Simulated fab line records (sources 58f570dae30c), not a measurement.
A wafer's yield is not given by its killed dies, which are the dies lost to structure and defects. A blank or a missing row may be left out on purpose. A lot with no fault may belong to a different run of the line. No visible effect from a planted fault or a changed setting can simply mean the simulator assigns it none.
fab line records	flow berkeley_cmos170
record: lots: 7	wafers: 21	last_day: 12
route steps=331 shown V2@298 M3@309
lots that met no fault: taken from a fault-free run of the same line
start_h: hours from the record's first day to the start of the lot's first wafer shown	wait_h: hours elapsed since this lot's preceding step	" the same as in the row above	L1.1+2: several wafers, shown together as one row	- no value, or no start was given	* or withheld: withheld	< > ~ a bound
route shown NAME@n: NAME is a module with steps in the file, n the number in the route of the first one	usual: mean/standard deviation of fault-free wafers	same: alike in all rows	chamber/n: place in a boat	sites: each site's reading	_std_site: the values' standard deviation	_edge_site: outer sites' mean less inner sites'	radius_mm: for every site, how far away it sits from the centre of the wafer	mask NAME#n: copy n	behind: tool/chamber where the wafer was last shaped	hold: what put the lot on hold/how long, in hours/how the hold closed	device: the n, p or np transistor that did not switch	end of line: the same wafers' tests at the end of the route	a step given without rows: its recipe and nothing more	killed: not the wafer's yield, but the dies lost to structure and defects at the first sort	map: shows each die of a wafer: x if killed, . if not, _ if none is there
set.NAME: the setting that was run; set.NAME@STEP: the one run at that earlier step	model.NAME: the simulator's own value behind a step, which no gauge read
a table for each step, a row for each wafer; lots at some steps of the route
services: when a tool's chamber went out of use (start_h, in hours from the record's first day, below 0 if earlier), for how many hours, and the reason
== steps ==
step: UCB170_V2_HMDS_06
recipe: prime_time_s: 60	prime_temp_c: 100
step: UCB170_V2_COAT_07
recipe: resist: KrF	spin_rpm: 1500	resist_thk_nm: 900
step: UCB170_V2_SOFTBAKE_08
recipe: resist: KrF	temp_c: 130	time_s: 60
step: UCB170_V2_EXPOSE_09
recipe: mask_id: VIA2	target_cd_nm: 700	na: 0.5	sigma_outer: 0.6	source_shape: conventional	dose_mj: 37
step: UCB170_V2_PEB_10
recipe: peb_temp_c: 130	peb_time_s: withheld	resist: KrF
step: UCB170_V2_DEVELOP_11
recipe: developer: TMAH	develop_time_s: 45	resist: KrF	dev_temp_c: 21
step: UCB170_V2_CD_MEAS_12
recipe: target_cd_nm: 700
usual: cd_nm: 699.5/1.4
lot.wafer	tool	chamber	start_h	wait_h	cd_nm
L327.2	cd_sem-02	-	173.16	-	696.9
L327.4	"	-	"	"	697.5
L327.6	"	-	"	"	697.5
L326.1	cd_sem-01	-	173.30	-	701.4
L326.4	"	-	"	"	699.3
L326.6	"	-	"	"	700.7
L330.1	cd_sem-02	-	195.41	-	699.0
L330.3	"	-	"	"	699.5
L330.5	"	-	"	"	698.3
L334.2	cd_sem-02	-	216.16	-	700.2
L334.3	"	-	"	"	700.4
L334.5	"	-	"	"	700.1
L339.3	cd_sem-02	-	250.79	-	696.0
L339.4	"	-	"	"	697.0
L339.6	"	-	"	"	697.1
L343.1	cd_sem-01	-	273.33	-	700.9
L343.2	"	-	"	"	698.9
L343.5	"	-	"	"	699.9
L344.4	cd_sem-01	-	273.57	-	699.4
L344.5	"	-	"	"	699.5
L344.6	"	-	"	"	699.9
step: UCB170_V2_OVL_MEAS_13
usual: V2_OVL: 7/5
lot.wafer	tool	chamber	start_h	wait_h	V2_OVL[nm]
L327.2	overlay-01	-	173.27	0.1	17
L327.4	"	-	"	"	20
L327.6	"	-	"	"	11
L326.1	overlay-02	-	173.42	0.1	1
L326.4	"	-	"	"	8
L326.6	"	-	"	"	1
L330.1	overlay-01	-	195.53	0.1	12
L330.3	"	-	"	"	3
L330.5	"	-	"	"	7
L334.2	overlay-01	-	216.27	0.1	7
L334.3	"	-	"	"	11
L334.5	"	-	"	"	12
L339.3	overlay-02	-	250.88	0.1	10
L339.4	"	-	"	"	14
L339.6	"	-	"	"	14
L343.1	overlay-02	-	273.45	0.1	6
L343.2	"	-	"	"	8
L343.5	"	-	"	"	11
L344.4	overlay-02	-	273.64	0.1	9
L344.5	"	-	"	"	0
L344.6	"	-	"	"	5
step: UCB170_V2_ETCH_14
recipe: chemistry: CHF3/CF4/Ar	target: SiO2	stop_on: Al	CHF3_flow_sccm: 45	cf4_flow_sccm: 15	Ar_flow_sccm: 150	pressure_mtorr: 200	rf_w: 700	target_depth_a: 12500	over_etch_frac: 0.25	time_s: 291
usual: drypump_motor_current_A: 5.7/0.49	oes_product_au: 0.874/0.014	throttle_valve_pct: 6.98/0.15
lot.wafer	tool	chamber	start_h	wait_h	drypump_motor_current_A	oes_product_au	rf_hours_counter_h	throttle_valve_pct
L327.2	rie_diel-01	0	173.30	0.0	6.8	0.859	9	6.75
L327.4	"	2	"	"	5.7	0.867	10	7.14
L327.6	"	2	"	"	5.6	0.884	-	7.13
L326.1	rie_diel-04	2	173.45	0.0	5.8	0.854	66	7.07
L326.4	"	3	"	"	5.8	0.854	9	6.99
L326.6	"	0	"	"	5.6	0.878	-	6.97
L330.1	rie_diel-01	3	195.56	0.0	6.5	0.879	43	7.19
L330.3	"	1	"	"	5.0	0.891	21	6.77
L330.5	"	2	"	"	5.7	0.877	-	7.13
L334.2	rie_diel-04	2	216.30	0.0	5.9	0.851	67	7.08
L334.3	"	3	"	"	5.8	0.868	10	6.98
L334.5	"	2	"	"	5.9	0.860	-	7.08
L339.3	rie_diel-04	1	250.91	0.0	5.6	0.859	138	7.16
L339.4	"	0	"	"	5.6	0.869	23	6.98
L339.6	"	2	"	"	5.9	0.853	-	7.07
L343.1	rie_diel-04	3	273.49	0.0	5.8	0.867	13	7.00
L343.2	"	0	"	"	5.6	0.872	24	6.95
L343.5	"	0	"	"	5.6	0.872	-	6.96
L344.4	rie_diel-02	2	273.66	0.0	5.1	0.883	70	6.89
L344.5	"	0	"	"	5.4	0.896	-	7.13
L344.6	"	1	"	"	5.6	0.883	-	7.03
step: UCB170_V2_STRIP_15
recipe: chemistry: O2	power_w: 400	pressure_mtorr: 3500	platen_temp_c: withheld	o2_flow_sccm: 400	overash_fraction: 0.5
usual: drypump_motor_current_A: 5.8/0.6	oes_product_au: 0.722/0.0045	strip_time_to_endpoint_s: 15.34/0.1
lot.wafer	tool	chamber	start_h	wait_h	drypump_motor_current_A	oes_product_au	rf_hours_counter_h	strip_time_to_endpoint_s
L327.2	plasma_asher-02	0	173.47	0.1	5.2	0.724	42	15.38
L327.4	"	0	"	"	5.2	0.728	-	15.23
L327.6	"	1	"	"	5.4	0.720	-	15.22
L326.1	plasma_asher-03	0	173.63	0.1	6.2	0.719	41	15.37
L326.4	"	1	"	"	6.0	0.718	-	15.44
L326.6	"	1	"	"	6.0	0.730	-	15.40
L330.1	plasma_asher-03	1	195.74	0.1	6.0	0.731	43	15.49
L330.3	"	1	"	"	6.0	0.723	-	15.48
L330.5	"	1	"	"	6.0	0.718	-	15.33
L334.2	plasma_asher-03	0	216.47	0.1	6.2	0.718	45	15.25
L334.3	"	0	"	"	6.3	0.725	-	15.31
L334.5	"	1	"	"	5.9	0.715	-	15.19
L339.3	plasma_asher-03	0	251.12	0.1	6.2	0.722	-	15.33
L339.4	"	1	"	"	6.0	0.723	-	15.21
L339.6	"	0	"	"	6.2	0.720	-	15.15
L343.1	plasma_asher-02	1	273.66	0.1	5.4	0.720	53	15.34
L343.2	"	0	"	"	5.2	0.720	53	15.33
L343.5	"	0	"	"	5.2	0.719	-	15.38
L344.4	plasma_asher-01	1	273.87	0.1	6.6	0.718	-	15.28
L344.5	"	1	"	"	6.6	0.713	-	15.32
L344.6	"	0	"	"	4.9	0.728	-	15.25
step: UCB170_V2_CD_MEAS_90
recipe: target_cd_nm: 700
usual: cd_nm: 699.4/1.3
lot.wafer	tool	chamber	start_h	wait_h	cd_nm
L327.2	cd_sem-01	-	173.59	0.1	697.4
L327.4	"	-	"	"	697.7
L327.6	"	-	"	"	697.6
L326.1	cd_sem-02	-	173.73	0.1	701.6
L326.4	"	-	"	"	698.9
L326.6	"	-	"	"	700.7
L330.1	cd_sem-02	-	195.84	0.1	698.7
L330.3	"	-	"	"	699.1
L330.5	"	-	"	"	697.9
L334.2	cd_sem-02	-	216.59	0.1	700.4
L334.3	"	-	"	"	701.0
L334.5	"	-	"	"	699.5
L339.3	cd_sem-01	-	251.22	0.1	696.3
L339.4	"	-	"	"	698.0
L339.6	"	-	"	"	696.8
L343.1	cd_sem-02	-	273.76	0.1	700.3
L343.2	"	-	"	"	698.5
L343.5	"	-	"	"	699.8
L344.4	cd_sem-02	-	274.00	0.1	699.4
L344.5	"	-	"	"	699.1
L344.6	"	-	"	"	699.4
step: UCB170_M3_PRE_CLEAN_00
recipe: gas: Ar	preclean_etch_time_s: 60
step: UCB170_M3_SPUTTER_01
recipe: material: Al	target_thk_nm: 900	time_s: 120	power_w: 6125	chamber_pressure_pa: 0.5
usual: throttle_valve_pct: 30.2/1.4
lot.wafer	tool	chamber	start_h	wait_h	throttle_valve_pct
L327.2	pvd_sputter-02	-	173.76	0.0	32.2
L327.4	"	-	"	"	28.3
L327.6	"	-	"	"	30.7
L326.1	pvd_sputter-01	-	173.92	0.0	31.3
L326.4	"	-	"	"	29.3
L326.6	"	-	"	"	31.0
L330.1	pvd_sputter-04	-	196.03	0.0	31.2
L330.3	"	-	"	"	27.9
L330.5	"	-	"	"	28.8
L334.2	pvd_sputter-04	-	216.76	0.0	30.3
L334.3	"	-	"	"	28.0
L334.5	"	-	"	"	31.7
L339.3	pvd_sputter-04	-	251.37	0.0	30.6
L339.4	"	-	"	"	31.4
L339.6	"	-	"	"	28.0
L339.3	pvd_sputter-04	-	251.62	0.2	30.6
L339.4	"	-	"	"	31.8
L339.6	"	-	"	"	27.9
L343.1	pvd_sputter-02	-	273.95	0.0	29.4
L343.2	"	-	"	"	28.5
L343.5	"	-	"	"	29.2
L343.1	pvd_sputter-02	-	274.20	0.2	29.3
L343.2	"	-	"	"	28.4
L343.5	"	-	"	"	28.9
L344.4	pvd_sputter-04	-	274.13	0.0	30.7
L344.5	"	-	"	"	28.8
L344.6	"	-	"	"	27.9
L344.4	pvd_sputter-04	-	274.38	0.2	30.7
L344.5	"	-	"	"	28.7
L344.6	"	-	"	"	28.1
step: UCB170_M3_RS_MEAS_02
recipe: thk_meas_gauge: four-point-probe	reads: Al_of_M3_SPUTTER_01
usual: M3_AL_RS: 0.0315/0.00028
lot.wafer	tool	chamber	start_h	wait_h	M3_AL_RS[ohm/sq]
L327.2	film_metro-03	-	173.86	0.1	0.03154
L327.4	"	-	"	"	0.03165
L327.6	"	-	"	"	0.03171
L326.1	film_metro-01	-	174.00	0.0	0.03125
L326.4	"	-	"	"	0.03162
L326.6	"	-	"	"	0.03151
L330.1	film_metro-01	-	196.11	0.0	0.03143
L330.3	"	-	"	"	0.03137
L330.5	"	-	"	"	0.03123
L334.2	film_metro-03	-	216.86	0.1	0.03145
L334.3	"	-	"	"	0.03144
L334.5	"	-	"	"	0.03156
L339.3	film_metro-04	-	251.74	0.1	0.01564
L339.4	"	-	"	"	0.01567
L339.6	"	-	"	"	0.01566
L343.1	film_metro-03	-	274.35	0.1	0.01581
L343.2	"	-	"	"	0.01582
L343.5	"	-	"	"	0.01585
L344.4	film_metro-04	-	274.52	0.1	0.01577
L344.5	"	-	"	"	0.0157
L344.6	"	-	"	"	0.01571
step: UCB170_M3_THK_MEAS_03
recipe: thk_meas_gauge: xrf	reads: Al_of_M3_SPUTTER_01
usual: M3_AL_THK: 929/7.6
lot.wafer	tool	chamber	start_h	wait_h	M3_AL_THK[nm]
L327.2	film_metro-03	-	173.97	0.1	932
L327.4	"	-	"	"	930
L327.6	"	-	"	"	926
L326.1	film_metro-01	-	174.12	0.1	936
L326.4	"	-	"	"	925
L326.6	"	-	"	"	928
L330.1	film_metro-01	-	196.23	0.1	931
L330.3	"	-	"	"	931
L330.5	"	-	"	"	941
L334.2	film_metro-03	-	216.97	0.1	929
L334.3	"	-	"	"	934
L334.5	"	-	"	"	931
L339.3	film_metro-04	-	251.84	0.1	1860
L339.4	"	-	"	"	1870
L339.6	"	-	"	"	1855
L343.1	film_metro-03	-	274.47	0.1	1850
L343.2	"	-	"	"	1852
L343.5	"	-	"	"	1852
L344.4	film_metro-04	-	274.61	0.1	1860
L344.5	"	-	"	"	1867
L344.6	"	-	"	"	1868
step: UCB170_M3_HMDS_04
recipe: prime_time_s: 60	prime_temp_c: 100
step: UCB170_M3_COAT_05
recipe: resist: KrF	spin_rpm: 1500	resist_thk_nm: 900
step: UCB170_M3_SOFTBAKE_06
recipe: resist: KrF	temp_c: 130	time_s: 60
step: UCB170_M3_STRIP_07
recipe: chemistry: O2	power_w: 400	pressure_mtorr: 3500	platen_temp_c: withheld	o2_flow_sccm: 400	overash_fraction: 0.5
usual: drypump_motor_current_A: 5.9/0.49	oes_product_au: 0.735/0.0046	strip_time_to_endpoint_s: 21.97/0.06
lot.wafer	tool	chamber	start_h	wait_h	drypump_motor_current_A	oes_product_au	rf_hours_counter_h	strip_time_to_endpoint_s
L327.2	plasma_asher-03	1	174.76	0.1	5.9	0.733	41	22.07
L327.4	"	1	"	"	6.0	0.727	-	22.02
L327.6	"	1	"	"	6.0	0.740	-	21.97
L326.1	plasma_asher-04	1	174.78	0.1	5.6	0.736	5	22.04
L326.4	"	1	"	"	5.5	0.736	-	22.05
L326.6	"	1	"	"	5.5	0.737	-	22.04
L330.1	plasma_asher-04	0	196.74	0.1	6.6	0.736	7	21.96
L330.3	"	0	"	"	6.6	0.734	-	21.92
L330.5	"	0	"	"	6.6	0.743	-	21.91
L334.2	plasma_asher-04	1	217.87	0.1	5.6	0.726	9	21.95
L334.3	"	0	"	"	6.6	0.742	-	21.99
L334.5	"	1	"	"	5.5	0.738	-	21.97
L339.3	plasma_asher-03	1	252.41	0.1	6.0	0.727	-	21.96
L339.4	"	0	"	"	6.2	0.736	-	21.95
L339.6	"	1	"	"	6.0	0.743	-	21.99
L343.1	plasma_asher-04	1	274.98	0.1	5.5	0.733	16	21.98
L343.2	"	0	"	"	6.6	0.733	16	21.89
L343.5	"	1	"	"	5.5	0.734	-	21.93
L344.4	plasma_asher-02	1	275.12	0.1	5.4	0.735	-	21.99
L344.5	"	0	"	"	5.2	0.725	-	21.92
L344.6	"	1	"	"	5.4	0.733	-	21.98
step: UCB170_M3_STRIP_08
recipe: chemistry: DMSO	temp_c: 80	time_s: 600	material: KrF
step: UCB170_M3_COAT_09
recipe: resist: BARC	temp_c: withheld	time_s: withheld	spin_rpm: 3000	resist_thk_nm: withheld
step: UCB170_M3_COAT_10
recipe: resist: KrF	spin_rpm: 1500	resist_thk_nm: 913
step: UCB170_M3_SOFTBAKE_11
recipe: resist: KrF	temp_c: 130	time_s: 60
step: UCB170_M3_EXPOSE_12
recipe: mask_id: METAL3	target_cd_nm: 700	na: 0.5	sigma_outer: 0.6	source_shape: conventional	dose_mj: 26
step: UCB170_M3_PEB_13
recipe: peb_temp_c: 130	peb_time_s: withheld	resist: KrF
step: UCB170_M3_DEVELOP_14
recipe: developer: TMAH	develop_time_s: 45	resist: KrF	dev_temp_c: 21
step: UCB170_M3_CD_MEAS_15
recipe: target_cd_nm: 700
usual: cd_nm: 700.0/1.3
lot.wafer	tool	chamber	start_h	wait_h	cd_nm
L327.2	cd_sem-01	-	176.20	-	698.1
L327.4	"	-	"	"	698.8
L327.6	"	-	"	"	697.3
L326.1	cd_sem-02	-	176.51	-	702.1
L326.4	"	-	"	"	701.7
L326.6	"	-	"	"	701.3
L330.1	cd_sem-02	-	198.09	-	700.6
L330.3	"	-	"	"	699.0
L330.5	"	-	"	"	700.9
L334.2	cd_sem-02	-	220.65	-	698.4
L334.3	"	-	"	"	698.5
L334.5	"	-	"	"	698.8
L339.3	cd_sem-01	-	254.63	-	697.7
L339.4	"	-	"	"	699.0
L339.6	"	-	"	"	698.1
L344.4	cd_sem-02	-	276.67	-	699.8
L344.5	"	-	"	"	699.6
L344.6	"	-	"	"	698.8
L343.1	cd_sem-02	-	276.73	-	700.1
L343.2	"	-	"	"	698.3
L343.5	"	-	"	"	698.4
step: UCB170_M3_OVL_MEAS_16
usual: M3_OVL: 1/6.1
lot.wafer	tool	chamber	start_h	wait_h	M3_OVL[nm]
L327.2	overlay-02	-	176.30	0.1	1
L327.4	"	-	"	"	5
L327.6	"	-	"	"	1
L326.1	overlay-01	-	176.63	0.1	8
L326.4	"	-	"	"	6
L326.6	"	-	"	"	7
L330.1	overlay-02	-	198.21	0.1	-9
L330.3	"	-	"	"	-8
L330.5	"	-	"	"	-6
L334.2	overlay-01	-	220.76	0.1	-2
L334.3	"	-	"	"	11
L334.5	"	-	"	"	16
L339.3	overlay-01	-	254.73	0.1	-3
L339.4	"	-	"	"	-1
L339.6	"	-	"	"	-4
L344.4	overlay-02	-	276.75	0.1	5
L344.5	"	-	"	"	-4
L344.6	"	-	"	"	-4
L343.1	overlay-01	-	276.85	0.1	6
L343.2	"	-	"	"	2
L343.5	"	-	"	"	8
step: UCB170_M3_ETCH_17
recipe: chemistry: N2/H2	target_depth_a: withheld	overetch_a: withheld	target: BARC	time_s: withheld	source_w: 500	bias_w: 100	pressure_mtorr: 30	n2_flow_sccm: 100	h2_flow_sccm: 200
usual: drypump_motor_current_A: 5.8/0.56	oes_product_au: 0.992/0.019	throttle_valve_pct: 13.33/0.21
lot.wafer	tool	chamber	start_h	wait_h	drypump_motor_current_A	oes_product_au	throttle_valve_pct
L327.2	rie_diel-01	2	176.33	0.0	5.7	1.006	13.51
L327.4	"	1	"	"	5.0	1.025	13.03
L327.6	"	1	"	"	5.0	1.030	13.05
L326.1	rie_diel-04	0	176.66	0.0	5.6	0.983	13.39
L326.4	"	2	"	"	5.9	0.976	13.54
L326.6	"	1	"	"	5.6	0.969	13.54
L330.1	rie_diel-01	0	198.25	0.0	6.8	0.965	13.07
L330.3	"	2	"	"	5.6	1.007	13.52
L330.5	"	1	"	"	4.9	1.031	13.04
L334.2	rie_diel-04	2	220.79	0.0	5.9	0.976	13.53
L334.3	"	0	"	"	5.5	0.980	13.40
L334.5	"	2	"	"	5.9	0.981	13.53
L339.3	rie_diel-04	0	254.75	0.0	5.6	0.997	13.39
L339.4	"	2	"	"	5.9	0.994	13.52
L339.6	"	1	"	"	5.6	0.971	13.54
L344.4	rie_diel-01	0	276.76	0.0	6.8	0.960	13.08
L344.5	"	2	"	"	5.7	0.998	13.52
L344.6	"	1	"	"	5.0	1.023	13.05
L343.1	rie_diel-01	1	276.88	0.0	4.9	1.014	13.06
L343.2	"	2	"	"	5.7	1.004	13.51
L343.5	"	2	"	"	5.7	0.994	13.51
step: UCB170_M3_METAL_ETCH_18
recipe: chemistry: Cl2/BCl3	target: Al	stop_on: SiO2	pressure_mtorr: 12	target_depth_a: 11700	over_etch_frac: 0.3	time_s: 195	icp_w: 600	bias_w: 120	Cl2_flow_sccm: 90	bcl3_flow_sccm: 45
usual: drypump_motor_current_A: 5.60/0.27	mfc_cl2_sccm: 90.0/0.31	oes_product_au: 0.862/0.0097	throttle_valve_pct: 24.40/0.16
lot.wafer	tool	chamber	start_h	wait_h	drypump_motor_current_A	mfc_cl2_sccm	oes_product_au	rf_hours_counter_h	throttle_valve_pct	model.etch.depth_nm	model.M3.feature_depth_nm
L327.2	rie_metal-01	0	176.38	-	5.56	90.5	0.852	3	24.34	916	971.8
L327.4	"	1	"	"	5.47	90.3	0.857	-	24.38	913.1	968.1
L327.6	"	0	"	"	5.59	90.1	0.842	-	24.33	911.8	967.5
L326.1	rie_metal-03	1	176.70	-	6.09	90.0	0.874	12	24.21	924.2	981.7
L326.4	"	0	"	"	5.85	89.8	0.872	-	24.75	914.2	970.7
L326.6	"	0	"	"	5.85	90.1	0.865	-	24.76	916.4	972.8
L330.1	rie_metal-01	1	198.29	-	5.45	90.3	0.860	11	24.37	921.6	976.9
L330.3	"	1	"	"	5.46	89.9	0.856	-	24.38	922.9	978.2
L330.5	"	1	"	"	5.47	89.9	0.855	-	24.37	926.4	981.7
L334.2	rie_metal-02	0	220.83	-	5.44	89.3	0.873	6	24.33	917.2	971.6
L334.3	"	1	"	"	5.21	90.0	0.869	-	24.49	917.4	974.1
L334.5	"	0	"	"	5.46	89.7	0.878	-	24.32	915.5	969.8
L339.3	rie_metal-02	0	254.92	-	5.44	89.9	0.983	-	24.25	1124	1124
L339.4	"	0	"	"	5.44	89.5	0.985	-	24.27	1128	1128
L339.6	"	0	"	"	5.44	90.0	0.984	-	24.27	1130	1130
L344.4	rie_metal-02	0	276.87	-	5.42	89.6	0.982	-	24.27	1131	1131
L344.5	"	0	"	"	5.42	89.7	0.985	-	24.27	1123	1123
L344.6	"	1	"	"	5.24	90.0	1.011	-	24.42	1161	1161
L343.1	rie_metal-03	1	276.93	-	6.08	89.9	1.010	14	24.15	1190	1190
L343.2	"	0	"	"	5.84	90.3	0.993	15	24.71	1160	1160
L343.5	"	1	"	"	6.09	89.7	1.004	-	24.16	1189	1189
step: UCB170_M3_STRIP_19
recipe: chemistry: O2	power_w: 400	pressure_mtorr: 3500	platen_temp_c: withheld	o2_flow_sccm: 400	overash_fraction: 0.5
usual: drypump_motor_current_A: 5.8/0.49	oes_product_au: 0.563/0.014
lot.wafer	tool	chamber	start_h	wait_h	drypump_motor_current_A	oes_product_au	rf_hours_counter_h
L327.2	plasma_asher-02	0	176.56	0.1	5.3	0.568	42
L327.4	"	0	"	"	5.2	0.576	-
L327.6	"	1	"	"	5.4	0.566	-
L326.1	plasma_asher-04	1	176.89	0.1	5.5	0.549	6
L326.4	"	1	"	"	5.5	0.563	-
L326.6	"	1	"	"	5.5	0.550	-
L330.1	plasma_asher-04	0	198.48	0.1	6.6	0.565	8
L330.3	"	1	"	"	5.6	0.575	-
L330.5	"	1	"	"	5.6	0.562	-
L334.2	plasma_asher-03	1	221.02	0.1	6.0	0.576	45
L334.3	"	0	"	"	6.2	0.548	-
L334.5	"	0	"	"	6.2	0.580	-
L339.3	plasma_asher-03	1	255.20	0.2	6.0	0.588	-
L339.4	"	0	"	"	6.2	0.578	-
L339.6	"	0	"	"	6.2	0.576	-
L344.4	plasma_asher-04	1	277.03	0.1	5.6	0.573	-
L344.5	"	1	"	"	5.6	0.577	-
L344.6	"	0	"	"	6.6	0.552	-
L343.1	plasma_asher-03	1	277.11	0.1	6.0	0.544	52
L343.2	"	0	"	"	6.2	0.570	52
L343.5	"	0	"	"	6.2	0.546	-
== services ==
tool	chamber	start_h	hours	kind
plasma_asher-02	-	150.46	2.8	pm
plasma_asher-04	-	153.72	8.6	repair
rie_diel-02	3	154.08	1.4	repair
rie_diel-01	2	154.18	4.9	repair
pvd_sputter-04	-	155.33	3.3	repair
rie_diel-04	3	158.59	4.3	repair
pvd_sputter-04	-	160.83	3.2	repair
rie_metal-03	0	167.32	3.7	repair
rie_metal-02	-	167.97	0.5	repair
rie_diel-02	2	178.29	4.7	repair
rie_metal-01	-	179.32	2.8	pm
rie_metal-03	-	185.13	14.6	pm
pvd_sputter-01	-	205.96	1.3	repair
rie_metal-02	-	214.44	0.2	repair
rie_diel-02	3	216.03	5.9	repair
plasma_asher-03	-	219.91	0.7	repair
pvd_sputter-02	-	220.33	9.2	repair
rie_metal-01	-	228.98	14.6	pm
rie_metal-02	1	229.84	6.0	repair
rie_diel-02	-	247.88	0.2	repair
rie_metal-03	1	249.18	2.9	repair
rie_metal-02	1	251.47	15.7	repair
rie_diel-02	2	252.60	14.7	repair
rie_diel-04	1	257.15	-	clean
== key ==
first_sign: step: UCB170_M3_SPUTTER_01	reading: visit	direction: added
effect: step: UCB170_M3_RS_MEAS_02	reading: M3_AL_RS	direction: down	sigmas: 57	usual: 0.0315	struck: 0.01574
effect: step: UCB170_M3_THK_MEAS_03	reading: M3_AL_THK	direction: up	sigmas: 99+	usual: 929	struck: 1859
effect: step: UCB170_M3_METAL_ETCH_18	reading: oes_product_au	direction: up	sigmas: 14	usual: 0.862	struck: 0.993
model_effect: step: UCB170_M3_METAL_ETCH_18	value: etch.depth_nm	without: 913.3	struck: 1148
model_effect: step: UCB170_M3_PROBE_99	value: etest.antenna_m2.short	without: 0	struck: 1
met_at UCB170_M3_SPUTTER_01
struck_wafers L339.3,L339.4,L339.6,L343.1,L343.2,L343.5,L344.4,L344.5,L344.6
later_rows_left_out L339.3,L339.4,L339.6,L343.1,L343.5,L344.4,L344.5
sort_left_out L339.3,L339.4,L339.6,L343.1,L343.2,L343.5,L344.4,L344.5,L344.6
fault: kind: repeated_step_whole	tool: pvd_sputter-01,pvd_sputter-02,pvd_sputter-04	chamber: -	onset_h: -	steps: UCB170_M3_SPUTTER_01	times: 1	scope: struck_lots_only
sort_left_out: the simulated sort isn't trusted on such a fault, so these wafers' sort isn't shown, and their yield isn't known
later_rows_left_out: the simulator's readings of these wafers behind a module that went badly wrong aren't trusted and aren't shown, but for the sort
